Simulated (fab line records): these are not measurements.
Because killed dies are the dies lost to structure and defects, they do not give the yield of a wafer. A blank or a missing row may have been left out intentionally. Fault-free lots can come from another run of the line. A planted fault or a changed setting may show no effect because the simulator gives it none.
Tool commonality check | flow rit-cmos | Sample size 14 lots and 42 wafers

== REASON IT WAS OPENED ==
RIT_ACTIVE_THK_MEAS_02, reading ACTIVE_OXIDE_THK: flagged on 2 of 14 lots. Wafers without a fault read 47.0 nm, standard deviation 0.77.
Rule: a lot is flagged in two cases, either no wafer of it has a number, or all its wafers with numbers fall more than 4 standard deviations from that mean. All remaining lots are regarded as sound.

lot  | measured    | on            | ACTIVE_OXIDE_THK (nm), wafer by wafer | flag
L879 | day 1 12:53 | film-metro-01 | 45.1 46.6 46.4                        |
L881 | day 1 22:04 | film-metro-02 | 47.0 46.0 46.0                        |
L882 | day 2 03:43 | film-metro-02 | 46.1 46.4 46.9                        |
L884 | day 2 15:55 | film-metro-04 | 47.5 47.0 46.3                        |
L885 | day 2 18:04 | film-metro-02 | 46.4 46.4 46.5                        |
L886 | day 3 00:13 | film-metro-04 | 47.1 46.7 47.9                        |
L888 | day 3 09:03 | film-metro-02 | 29.7 29.6 29.8                        | FLAGGED
L889 | day 3 14:08 | film-metro-01 | 30.1 30.4 29.6                        | FLAGGED
L890 | day 3 19:03 | film-metro-02 | 46.0 46.6 47.1                        |
L896 | day 5 01:03 | film-metro-01 | 47.6 47.5 47.1                        |
L897 | day 5 06:04 | film-metro-04 | 47.1 48.6 48.3                        |
L898 | day 5 11:03 | film-metro-01 | 48.5 48.2 48.0                        |
L901 | day 6 02:04 | film-metro-02 | 47.5 47.4 48.0                        |
L902 | day 6 07:03 | film-metro-04 | 46.8 46.8 47.0                        |
Average over the flagged lots: 29.9 nm; offset from the usual -17.1 nm, equal to -22 standard deviations.

== WHICH TOOL RAN EACH LOT ==
The record holds 1 process step before the reading, out of a route of 202 steps. Read each cell as the tool, then ch plus the chambers that the sampled wafers visited, then the start.
lot  | flag    | RIT_ACTIVE_OXIDATION_01
L879 |         | furnace-03 ch 0, day 1 10:55
L881 |         | furnace-03 ch 0, day 1 20:07
L882 |         | furnace-03 ch 0, day 2 01:46
L884 |         | furnace-02 ch 0, day 2 13:59
L885 |         | furnace-02 ch 0, day 2 16:07
L886 |         | furnace-03 ch 0, day 2 22:15
L888 | FLAGGED | furnace-02 ch 0, day 3 07:07
L889 | FLAGGED | furnace-02 ch 0, day 3 12:12
L890 |         | furnace-03 ch 0, day 3 17:07
L896 |         | furnace-03 ch 0, day 4 23:07
L897 |         | furnace-03 ch 0, day 5 04:07
L898 |         | furnace-03 ch 0, day 5 09:07
L901 |         | furnace-02 ch 0, day 6 00:07
L902 |         | furnace-01 ch 0, day 6 05:07
What these steps do:
- RIT_ACTIVE_OXIDATION_01: target thk 46.8 nm, ox time 3360 s.
- RIT_ACTIVE_THK_MEAS_02

== FLAGGED OVER TOTAL, TOOL BY TOOL (the gauges that took the reading come last) ==
step                    | tool          | lots run | flagged | share of the flagged lots | sound lots run after its first flagged lot
RIT_ACTIVE_OXIDATION_01 | furnace-01    | 1        | 0       | none                      | -
RIT_ACTIVE_OXIDATION_01 | furnace-02    | 5        | 2       | all                       | 1 (L901)
RIT_ACTIVE_OXIDATION_01 | furnace-03    | 8        | 0       | none                      | -
RIT_ACTIVE_THK_MEAS_02  | film-metro-01 | 4        | 1       | some                      | 2 (L896,L898)
RIT_ACTIVE_THK_MEAS_02  | film-metro-02 | 6        | 1       | some                      | 2 (L890,L901)
RIT_ACTIVE_THK_MEAS_02  | film-metro-04 | 4        | 0       | none                      | -

== WHAT THE TABLE PERMITS ==
Rows of the table that ran each flagged lot: 1, that is furnace-02 at RIT_ACTIVE_OXIDATION_01.
- furnace-02 at RIT_ACTIVE_OXIDATION_01: 2 of its 5 lots flagged. Sound lots followed the first flagged one (L901) on it, something a lasting fault affecting the whole tool could not allow.
Not one row of the table ran every flagged lot while running no sound lot after the first.

== WHAT HAD BEEN PUT IN BY THE SIMULATOR ==
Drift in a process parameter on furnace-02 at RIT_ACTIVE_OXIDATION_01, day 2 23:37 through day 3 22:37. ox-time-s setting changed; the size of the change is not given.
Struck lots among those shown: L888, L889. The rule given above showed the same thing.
